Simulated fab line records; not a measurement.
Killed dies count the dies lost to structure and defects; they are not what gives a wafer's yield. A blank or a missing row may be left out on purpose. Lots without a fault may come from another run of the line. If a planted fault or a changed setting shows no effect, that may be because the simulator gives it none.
fab line records + flow berkeley_cmos170
[record]
- lots = 13
- wafers = 39
- last_day = 13
route steps=331 shown PWELL@48 GATE@141
lots untouched by any fault: they come from a run of this same line in which no faults occurred
start_h: hours from the record's opening day to when the first of the lot's shown wafers began + wait_h: hours since the lot's step before + " as in the row above + L1.1+2: a single row standing in for several wafers + - no value present, or no start provided + * or withheld: withheld + < > ~ a bound
route shown NAME@n: a module of which the file shows steps, and the number in the route of the first + usual: mean and standard deviation over wafers with no fault + same: alike in all rows + chamber/n: place in a boat + sites: readings site by site + _std_site: the values' standard deviation + _edge_site: outer sites' mean less inner sites' + radius_mm: for every site, how far away it sits from the centre of the wafer + mask NAME#n: copy n + behind: the most recent tool/chamber to have shaped the wafer + hold: cause of the lot's hold/its duration in hours/its outcome + device: which transistor (n, p or np) failed to switch + end of line: at the end of the route, the tests of the same wafers + step lacking rows: just its recipe + killed: the dies lost at the first sort to structure and to defects; this is not the yield of the wafer + map: a wafer's dies, marking killed ones x, the rest . and places with no die _
set.NAME: setting as actually run; set.NAME@STEP: the setting as run at that earlier step + model.NAME: the simulator's own value behind a step, which no gauge read
one table for each step of the route and one row for each wafer, over a sample of lots
services: from which hour (start_h, from the record's first day; less than 0 if before it) a tool's chamber was out of use, for how many hours, and why
[[steps]]
[step UCB170_PWELL_ETCH_14]
[recipe]
- chemistry = CH3F/Ar/O2
- target = Si3N4
- stop_on = SiO2
- CH3F_flow_sccm = 20
- Ar_flow_sccm = 50
- O2_flow_sccm = 7
- pressure_mtorr = 50
- rf_w = 450
- target_depth_a = 2420
- over_etch_frac = 0.1
- time_s = 151
[usual]
- drypump_motor_current_A = 5.4/0.34
- oes_product_au = 0.942/0.017
- over_etch_frac = 0.1/0
- rf_fwd_power_W = 448.1/1.6
- throttle_valve_pct = 8.07/0.13
| lot.wafer | tool        | chamber | start_h | wait_h | drypump_motor_current_A | oes_product_au | over_etch_frac | rf_fwd_power_W | rf_hours_counter_h | throttle_valve_pct |
|-----------|-------------|---------|---------|--------|-------------------------|----------------|----------------|----------------|--------------------|--------------------|
| L653.2    | rie_diel-03 | 2       | 52.40   | 0.0    | 5.3                     | 0.963          | 0.1            | 445.5          | 137                | 8.28               |
| L653.5    | "           | 2       | "       | "      | 5.3                     | 0.960          | 0.1            | 447.2          | -                  | 8.28               |
| L653.6    | "           | 0       | "       | "      | 6.0                     | 0.946          | 0.1            | 449.5          | -                  | 8.05               |
| L655.1    | rie_diel-04 | 0       | 66.27   | 0.0    | 5.7                     | 0.950          | 0.1            | 448.3          | 157                | 7.99               |
| L655.4    | "           | 3       | "       | "      | 5.1                     | 0.941          | 0.1            | 448.4          | 35                 | 8.03               |
| L655.5    | "           | 2       | "       | "      | 5.0                     | 0.953          | 0.1            | 449.1          | -                  | 7.97               |
| L656.1    | rie_diel-02 | 1       | 73.37   | 0.0    | 5.6                     | 0.961          | 0.1            | 447.0          | 74                 | 8.23               |
| L656.3    | "           | 3       | "       | "      | 5.6                     | 0.934          | 0.1            | 450.7          | 7                  | 7.80               |
| L656.4    | "           | 0       | "       | "      | 5.1                     | 0.919          | 0.1            | 448.3          | -                  | 8.16               |
| L657.3    | rie_diel-04 | 1       | 79.72   | 0.0    | 5.5                     | 0.943          | 0.1            | 446.4          | 13                 | 8.14               |
| L657.4    | "           | 0       | "       | "      | 5.7                     | 0.958          | 0.1            | 449.3          | 157                | 7.98               |
| L657.6    | "           | 3       | "       | "      | 5.0                     | 0.949          | 0.1            | 451.0          | -                  | 8.03               |
| L658.2    | rie_diel-02 | 3       | 80.27   | 0.0    | 5.6                     | 0.922          | 0.1            | 446.7          | 8                  | 7.81               |
| L658.4    | "           | 0       | "       | "      | 5.1                     | 0.916          | 0.1            | 450.2          | -                  | 8.15               |
| L658.6    | "           | 3       | "       | "      | 5.6                     | 0.929          | 0.1            | 445.9          | -                  | 7.80               |
| L659.1    | rie_diel-02 | 1       | 85.58   | 0.0    | 5.6                     | 0.960          | 0.1            | 449.8          | 75                 | 8.24               |
| L659.2    | "           | 3       | "       | "      | 5.6                     | 0.935          | 0.1            | 446.7          | 9                  | 7.79               |
| L659.4    | "           | 0       | "       | "      | 5.1                     | 0.928          | 0.1            | 450.8          | -                  | 8.15               |
| L661.2    | rie_diel-04 | 2       | 96.78   | 0.0    | 5.0                     | 0.961          | 0.1            | 447.3          | 45                 | 8.00               |
| L661.3    | "           | 1       | "       | "      | 5.5                     | 0.940          | 0.1            | 449.1          | 14                 | 8.14               |
| L661.4    | "           | 3       | "       | "      | 5.1                     | 0.950          | 0.1            | 447.8          | 37                 | 8.05               |
| L666.1    | rie_diel-04 | 1       | 119.58  | 0.0    | 5.5                     | 0.936          | 0.1            | 447.4          | 15                 | 8.14               |
| L666.4    | "           | 2       | "       | "      | 5.0                     | 0.948          | 0.1            | 445.5          | 47                 | 7.97               |
| L666.6    | "           | 1       | "       | "      | 5.5                     | 0.932          | 0.1            | 445.8          | -                  | 8.15               |
| L668.2    | rie_diel-04 | 1       | 133.27  | 0.0    | 5.5                     | 0.937          | 0.1            | 447.2          | 16                 | 8.15               |
| L668.5    | "           | 1       | "       | "      | 5.5                     | 0.941          | 0.1            | 446.1          | -                  | 8.14               |
| L668.6    | "           | 2       | "       | "      | 5.1                     | 0.960          | 0.1            | 447.7          | -                  | 7.99               |
| L669.3    | rie_diel-02 | 0       | 133.55  | 0.0    | 5.1                     | 0.912          | 0.1            | 449.6          | 5                  | 8.14               |
| L669.4    | "           | 0       | "       | "      | 5.1                     | 0.917          | 0.1            | 449.6          | -                  | 8.14               |
| L669.6    | "           | 2       | "       | "      | 5.3                     | 0.938          | 0.1            | 446.3          | -                  | 7.92               |
| L673.1    | rie_diel-03 | 0       | 160.51  | 0.0    | 6.0                     | 0.948          | 0.1            | 450.6          | 56                 | 8.07               |
| L673.2    | "           | 1       | "       | "      | 5.2                     | 0.952          | 0.1            | 448.8          | 77                 | 7.98               |
| L673.5    | "           | 3       | "       | "      | 6.5                     | 0.933          | 0.1            | 448.9          | -                  | 8.04               |
| L676.2    | rie_diel-02 | 1       | 173.72  | 0.0    | 5.6                     | 0.959          | 0.1            | 444.7          | 81                 | 8.25               |
| L676.4    | "           | 3       | "       | "      | 5.6                     | 0.918          | 0.1            | 446.1          | 12                 | 7.82               |
| L676.6    | "           | 1       | "       | "      | 5.6                     | 0.950          | 0.1            | 444.6          | -                  | 8.24               |
| L675.2    | rie_diel-04 | 2       | 173.83  | 0.0    | 5.0                     | 0.947          | 0.1            | 448.8          | 50                 | 7.99               |
| L675.3    | "           | 3       | "       | "      | 5.1                     | 0.942          | 0.1            | 449.0          | 41                 | 8.02               |
| L675.6    | "           | 0       | "       | "      | 5.7                     | 0.927          | 0.1            | 450.5          | -                  | 7.99               |
[step UCB170_PWELL_STRIP_16]
[recipe]
- chemistry = O2
- power_w = 400
- pressure_mtorr = 3500
- platen_temp_c = withheld
- o2_flow_sccm = 400
- overash_fraction = 0.5
[usual]
- drypump_motor_current_A = 5.6/0.49
- oes_product_au = 0.721/0.0044
- strip_time_to_endpoint_s = 18.03/0.083
[same]
- overash_fraction = 0.5
| lot.wafer | tool            | chamber | start_h | wait_h | drypump_motor_current_A | oes_product_au | rf_hours_counter_h | strip_time_to_endpoint_s |
|-----------|-----------------|---------|---------|--------|-------------------------|----------------|--------------------|--------------------------|
| L653.2    | plasma_asher-03 | 0       | 52.65   | 0.1    | 6.0                     | 0.726          | 22                 | 18.05                    |
| L653.5    | "               | 1       | "       | "      | 4.9                     | 0.721          | -                  | 18.05                    |
| L653.6    | "               | 0       | "       | "      | 6.0                     | 0.721          | -                  | 17.94                    |
| L655.1    | plasma_asher-04 | 1       | 66.52   | 0.1    | 5.0                     | 0.719          | 32                 | 17.93                    |
| L655.4    | "               | 0       | "       | "      | 6.1                     | 0.716          | -                  | 18.07                    |
| L655.5    | "               | 0       | "       | "      | 6.0                     | 0.724          | -                  | 18.05                    |
| L656.1    | plasma_asher-02 | 0       | 73.62   | 0.1    | 5.9                     | 0.729          | 35                 | 18.10                    |
| L656.3    | "               | 0       | "       | "      | 5.9                     | 0.723          | -                  | 17.88                    |
| L656.4    | "               | 1       | "       | "      | 5.8                     | 0.720          | -                  | 18.07                    |
| L657.3    | plasma_asher-03 | 0       | 80.00   | 0.1    | 5.9                     | 0.723          | -                  | 18.06                    |
| L657.4    | "               | 1       | "       | "      | 4.8                     | 0.726          | -                  | 17.84                    |
| L657.6    | "               | 1       | "       | "      | 4.9                     | 0.721          | -                  | 17.91                    |
| L658.2    | plasma_asher-04 | 0       | 80.52   | 0.1    | 6.0                     | 0.722          | 33                 | 17.91                    |
| L658.4    | "               | 0       | "       | "      | 6.1                     | 0.721          | -                  | 18.00                    |
| L658.6    | "               | 1       | "       | "      | 5.0                     | 0.720          | -                  | 17.92                    |
| L659.1    | plasma_asher-02 | 0       | 85.83   | 0.1    | 5.9                     | 0.719          | 37                 | 18.11                    |
| L659.2    | "               | 1       | "       | "      | 5.7                     | 0.725          | 37                 | 17.98                    |
| L659.4    | "               | 1       | "       | "      | 5.8                     | 0.722          | -                  | 18.05                    |
| L661.2    | plasma_asher-04 | 1       | 97.03   | 0.1    | 5.0                     | 0.718          | 35                 | 18.01                    |
| L661.3    | "               | 0       | "       | "      | 6.0                     | 0.717          | -                  | 18.09                    |
| L661.4    | "               | 1       | "       | "      | 5.0                     | 0.725          | -                  | 18.04                    |
| L666.1    | plasma_asher-04 | 0       | 119.83  | 0.1    | 6.1                     | 0.712          | 39                 | 18.13                    |
| L666.4    | "               | 1       | "       | "      | 5.0                     | 0.720          | -                  | 18.00                    |
| L666.6    | "               | 1       | "       | "      | 5.0                     | 0.723          | -                  | 18.11                    |
| L668.2    | plasma_asher-04 | 1       | 133.52  | 0.1    | 5.0                     | 0.711          | 40                 | 18.13                    |
| L668.5    | "               | 0       | "       | "      | 6.0                     | 0.717          | -                  | 18.14                    |
| L668.6    | "               | 1       | "       | "      | 5.0                     | 0.716          | -                  | 17.93                    |
| L669.3    | plasma_asher-04 | 1       | 133.83  | 0.1    | 5.0                     | 0.721          | -                  | 18.00                    |
| L669.4    | "               | 0       | "       | "      | 6.0                     | 0.724          | -                  | 18.00                    |
| L669.6    | "               | 1       | "       | "      | 5.0                     | 0.719          | -                  | 17.99                    |
| L673.1    | plasma_asher-03 | 0       | 160.76  | 0.1    | 6.0                     | 0.722          | 35                 | 17.88                    |
| L673.2    | "               | 1       | "       | "      | 4.9                     | 0.723          | 35                 | 18.02                    |
| L673.5    | "               | 0       | "       | "      | 6.0                     | 0.725          | -                  | 18.04                    |
| L676.2    | plasma_asher-03 | 1       | 173.97  | 0.1    | 4.8                     | 0.726          | 37                 | 18.03                    |
| L676.4    | "               | 0       | "       | "      | 6.0                     | 0.722          | -                  | 17.94                    |
| L676.6    | "               | 1       | "       | "      | 4.9                     | 0.714          | -                  | 17.96                    |
| L675.2    | plasma_asher-04 | 0       | 174.08  | 0.1    | 6.1                     | 0.718          | 44                 | 17.95                    |
| L675.3    | "               | 1       | "       | "      | 5.0                     | 0.728          | -                  | 18.04                    |
| L675.6    | "               | 0       | "       | "      | 6.0                     | 0.726          | -                  | 17.90                    |
[step UCB170_GATE_ETCH_15]
[recipe]
- chemistry = HBr/Cl2
- target = poly-Si
- stop_on = SiO2
- over_etch_frac = 0.3
- icp_w = 300
- bias_w = 150
- time_s = 56.3
- pressure_mtorr = 15
- HBr_flow_sccm = 150
- Cl2_flow_sccm = 50
- target_depth_a = 2782
[usual]
- drypump_motor_current_A = 5.6/0.57
- oes_product_au = 0.833/0.017
- over_etch_frac = 0.3/0
- rf_fwd_power_W = 297.0/1.4
- throttle_valve_pct = 26.49/0.29
| lot.wafer | tool      | chamber | start_h | wait_h | drypump_motor_current_A | oes_product_au | over_etch_frac | rf_fwd_power_W | rf_hours_counter_h | throttle_valve_pct |
|-----------|-----------|---------|---------|--------|-------------------------|----------------|----------------|----------------|--------------------|--------------------|
| L653.2    | rie_si-02 | 0       | 142.00  | -      | 4.9                     | 0.810          | 0.3            | 298.4          | 79                 | 26.03              |
| L653.5    | "         | 0       | "       | "      | 4.9                     | 0.812          | 0.3            | 299.6          | -                  | 26.03              |
| L653.6    | "         | 1       | "       | "      | 5.2                     | 0.851          | 0.3            | 294.2          | -                  | 26.75              |
| L656.1    | rie_si-02 | 3       | 164.52  | -      | 5.7                     | 0.845          | 0.3            | 296.8          | 1                  | 26.82              |
| L656.3    | "         | 1       | "       | "      | 5.3                     | 0.859          | 0.3            | 294.4          | 1                  | 26.76              |
| L656.4    | "         | 0       | "       | "      | 4.9                     | 0.811          | 0.3            | 297.9          | 79                 | 26.03              |
| L655.1    | rie_si-01 | 1       | 164.75  | -      | 6.6                     | 0.874          | 0.3            | 294.7          | 84                 | 26.62              |
| L655.4    | "         | 1       | "       | "      | 6.6                     | 0.853          | 0.3            | 293.7          | -                  | 26.61              |
| L655.5    | "         | 3       | "       | "      | 5.1                     | 0.822          | 0.3            | 299.2          | -                  | 26.52              |
| L657.3    | rie_si-02 | 0       | 184.38  | -      | 4.9                     | 0.811          | 0.3            | 296.5          | 79                 | 26.02              |
| L657.4    | "         | 3       | "       | "      | 5.7                     | 0.833          | 0.3            | 296.4          | 1                  | 26.83              |
| L657.6    | "         | 0       | "       | "      | 4.9                     | 0.813          | 0.3            | 297.5          | -                  | 26.03              |
| L659.1    | rie_si-01 | 0       | 184.44  | -      | 6.0                     | 0.838          | 0.3            | 297.1          | 93                 | 26.05              |
| L659.2    | "         | 1       | "       | "      | 6.6                     | 0.860          | 0.3            | 296.0          | 84                 | 26.61              |
| L659.4    | "         | 3       | "       | "      | 5.0                     | 0.827          | 0.3            | 298.7          | 2                  | 26.51              |
| L658.2    | rie_si-01 | 1       | 184.65  | -      | 6.6                     | 0.857          | 0.3            | 295.1          | 84                 | 26.62              |
| L658.4    | "         | 0       | "       | "      | 6.0                     | 0.828          | 0.3            | 296.0          | 93                 | 26.02              |
| L658.6    | "         | 3       | "       | "      | 5.1                     | 0.816          | 0.3            | 299.2          | -                  | 26.52              |
| L661.2    | rie_si-02 | 3       | 201.39  | -      | 5.7                     | 0.834          | 0.3            | 297.8          | 1                  | 26.84              |
| L661.3    | "         | 0       | "       | "      | 4.9                     | 0.803          | 0.3            | 296.6          | 80                 | 26.02              |
| L661.4    | "         | 2       | "       | "      | 6.1                     | 0.829          | 0.3            | 298.9          | 1                  | 26.65              |
| L666.1    | rie_si-01 | 3       | 219.93  | -      | 5.0                     | 0.814          | 0.3            | 299.0          | 2                  | 26.51              |
| L666.4    | "         | 0       | "       | "      | 6.0                     | 0.833          | 0.3            | 296.7          | 93                 | 26.05              |
| L666.6    | "         | 2       | "       | "      | 5.3                     | 0.832          | 0.3            | 295.7          | -                  | 26.56              |
| L668.2    | rie_si-01 | 2       | 232.51  | -      | 5.3                     | 0.823          | 0.3            | 295.1          | 45                 | 26.56              |
| L668.5    | "         | 1       | "       | "      | 6.6                     | 0.857          | 0.3            | 296.1          | -                  | 26.61              |
| L668.6    | "         | 2       | "       | "      | 5.3                     | 0.820          | 0.3            | 296.3          | -                  | 26.57              |
| L669.3    | rie_si-02 | 3       | 232.63  | -      | 5.7                     | 0.959          | 0.06           | 295.7          | 2                  | 26.83              |
| L669.4    | "         | 1       | "       | "      | 5.3                     | 0.855          | 0.3            | 295.8          | 1                  | 26.76              |
| L669.6    | "         | 3       | "       | "      | 5.7                     | 0.965          | 0.06           | 295.9          | -                  | 26.83              |
| L673.1    | rie_si-01 | 1       | 250.60  | -      | 6.6                     | 0.848          | 0.3            | 296.6          | 84                 | 26.61              |
| L673.2    | "         | 2       | "       | "      | 5.3                     | 0.821          | 0.3            | 296.0          | 45                 | 26.57              |
| L673.5    | "         | 1       | "       | "      | 6.6                     | 0.846          | 0.3            | 297.7          | -                  | 26.60              |
| L675.2    | rie_si-01 | 2       | 254.58  | -      | 5.3                     | 0.830          | 0.3            | 297.2          | 45                 | 26.57              |
| L675.3    | "         | 3       | "       | "      | 5.1                     | 0.822          | 0.3            | 298.6          | 2                  | 26.51              |
| L675.6    | "         | 1       | "       | "      | 6.6                     | 0.856          | 0.3            | 296.7          | -                  | 26.61              |
| L676.2    | rie_si-01 | 2       | 254.86  | -      | 5.3                     | 0.827          | 0.3            | 296.4          | 45                 | 26.58              |
| L676.4    | "         | 1       | "       | "      | 6.6                     | 0.854          | 0.3            | 295.7          | 84                 | 26.60              |
| L676.6    | "         | 1       | "       | "      | 6.6                     | 0.860          | 0.3            | 294.9          | -                  | 26.61              |
[step UCB170_GATE_CD_MEAS_90]
[recipe]
- target_cd_nm = 350
[usual]
- cd_nm = 349.9/1.3
| lot.wafer | tool      | chamber | start_h | wait_h | cd_nm |
|-----------|-----------|---------|---------|--------|-------|
| L653.2    | cd_sem-02 | -       | 142.17  | 0.1    | 350.2 |
| L653.5    | "         | -       | "       | "      | 349.6 |
| L653.6    | "         | -       | "       | "      | 350.4 |
| L656.1    | cd_sem-02 | -       | 164.67  | 0.1    | 348.5 |
| L656.3    | "         | -       | "       | "      | 347.8 |
| L656.4    | "         | -       | "       | "      | 349.3 |
| L655.1    | cd_sem-01 | -       | 164.90  | 0.1    | 350.1 |
| L655.4    | "         | -       | "       | "      | 350.3 |
| L655.5    | "         | -       | "       | "      | 350.9 |
| L657.3    | cd_sem-02 | -       | 184.57  | 0.1    | 349.8 |
| L657.4    | "         | -       | "       | "      | 349.2 |
| L657.6    | "         | -       | "       | "      | 347.9 |
| L659.1    | cd_sem-01 | -       | 184.59  | 0.1    | 350.7 |
| L659.2    | "         | -       | "       | "      | 349.0 |
| L659.4    | "         | -       | "       | "      | 351.0 |
| L658.2    | cd_sem-01 | -       | 184.82  | 0.1    | 349.0 |
| L658.4    | "         | -       | "       | "      | 349.5 |
| L658.6    | "         | -       | "       | "      | 351.2 |
| L661.2    | cd_sem-01 | -       | 201.56  | 0.1    | 348.5 |
| L661.3    | "         | -       | "       | "      | 347.9 |
| L661.4    | "         | -       | "       | "      | 349.7 |
| L666.1    | cd_sem-02 | -       | 220.07  | 0.1    | 349.1 |
| L666.4    | "         | -       | "       | "      | 349.6 |
| L666.6    | "         | -       | "       | "      | 351.9 |
| L668.2    | cd_sem-02 | -       | 232.68  | 0.1    | 349.3 |
| L668.5    | "         | -       | "       | "      | 351.5 |
| L668.6    | "         | -       | "       | "      | 349.9 |
| L669.3    | cd_sem-01 | -       | 232.82  | 0.1    | 350.2 |
| L669.4    | "         | -       | "       | "      | 350.7 |
| L669.6    | "         | -       | "       | "      | 350.3 |
| L673.1    | cd_sem-01 | -       | 250.75  | 0.1    | 352.3 |
| L673.2    | "         | -       | "       | "      | 352.0 |
| L673.5    | "         | -       | "       | "      | 352.9 |
| L675.2    | cd_sem-01 | -       | 254.80  | 0.1    | 347.6 |
| L675.3    | "         | -       | "       | "      | 348.9 |
| L675.6    | "         | -       | "       | "      | 347.4 |
| L676.2    | cd_sem-01 | -       | 255.04  | 0.1    | 350.1 |
| L676.4    | "         | -       | "       | "      | 350.3 |
| L676.6    | "         | -       | "       | "      | 350.3 |
[[services]]
| tool            | chamber | start_h | hours | kind           |
|-----------------|---------|---------|-------|----------------|
| plasma_asher-02 | -       | 40.36   | 0.4   | repair         |
| rie_si-01       | -       | 41.04   | 0.9   | repair         |
| rie_diel-03     | 3       | 47.59   | 7.6   | repair         |
| rie_diel-03     | 2       | 48.38   | 2.2   | repair         |
| plasma_asher-03 | -       | 72.94   | 0.7   | repair         |
| rie_si-01       | 2       | 87.64   | 14.0  | repair         |
| rie_diel-02     | 0       | 87.80   | 4.0   | repair         |
| rie_diel-02     | 2       | 93.34   | 30.8  | repair         |
| rie_diel-02     | 3       | 107.29  | 31.0  | repair         |
| plasma_asher-02 | -       | 108.75  | 9.0   | pm             |
| rie_diel-04     | 0       | 124.48  | -     | clean          |
| rie_diel-04     | 0       | 124.48  | 21.4  | scheduled_down |
| rie_diel-03     | 2       | 140.31  | 9.4   | repair         |
| rie_diel-04     | 2       | 143.10  | 2.1   | repair         |
| rie_si-02       | 3       | 152.50  | 4.7   | repair         |
| rie_si-01       | 2       | 164.37  | 1.0   | repair         |
| rie_si-02       | -       | 166.09  | 2.8   | pm             |
| rie_si-01       | 0       | 187.27  | 5.4   | repair         |
| rie_diel-02     | 3       | 206.25  | 4.4   | repair         |
| rie_diel-04     | -       | 209.57  | 4.0   | repair         |
| rie_si-02       | 2       | 226.97  | 4.8   | repair         |
| rie_diel-02     | 3       | 227.62  | 14.4  | repair         |
| plasma_asher-03 | -       | 237.37  | 17.2  | repair         |
| rie_diel-03     | 0       | 253.96  | 12.5  | repair         |
[[key]]
[first_sign]
- step = UCB170_GATE_ETCH_15
- reading = over_etch_frac
- direction = down
- sigmas = 99+
- usual = 0.3
- struck = 0.06
[effect]
- step = UCB170_GATE_ETCH_15
- reading = oes_product_au
- direction = up
- sigmas = 7.5
- usual = 0.833
- struck = 0.962
met_at UCB170_GATE_ETCH_15
struck_lots L669
struck_wafers L669.3,L669.6
sort_left_out L669.3,L669.6
tester_left_out L669
not_acting_at UCB170_PWELL_ETCH_14,UCB170_PWELL_STRIP_16,UCB170_GATE_CD_MEAS_90
onset_between 201.39 232.63
[fault]
- kind = process_parameter_drift
- tool = rie_si-02
- chamber = 3
- onset_h = 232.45
- steps = UCB170_GATE_ETCH_15
- channel = over_etch_frac
- offset = -0.24
- shape = step
- end_h = 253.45
- stated = 0.3
// tester_left_out: of these lots the tester's yield and bins aren't shown, on N5 and GAA mostly nor the transistor test; their killed dies are dies lost to structure and defects alone, not to doping, threshold or leakage, so they don't give the yield
// sort_left_out: the simulated sort isn't trusted on such a fault, so these wafers' sort isn't shown, and their yield isn't known
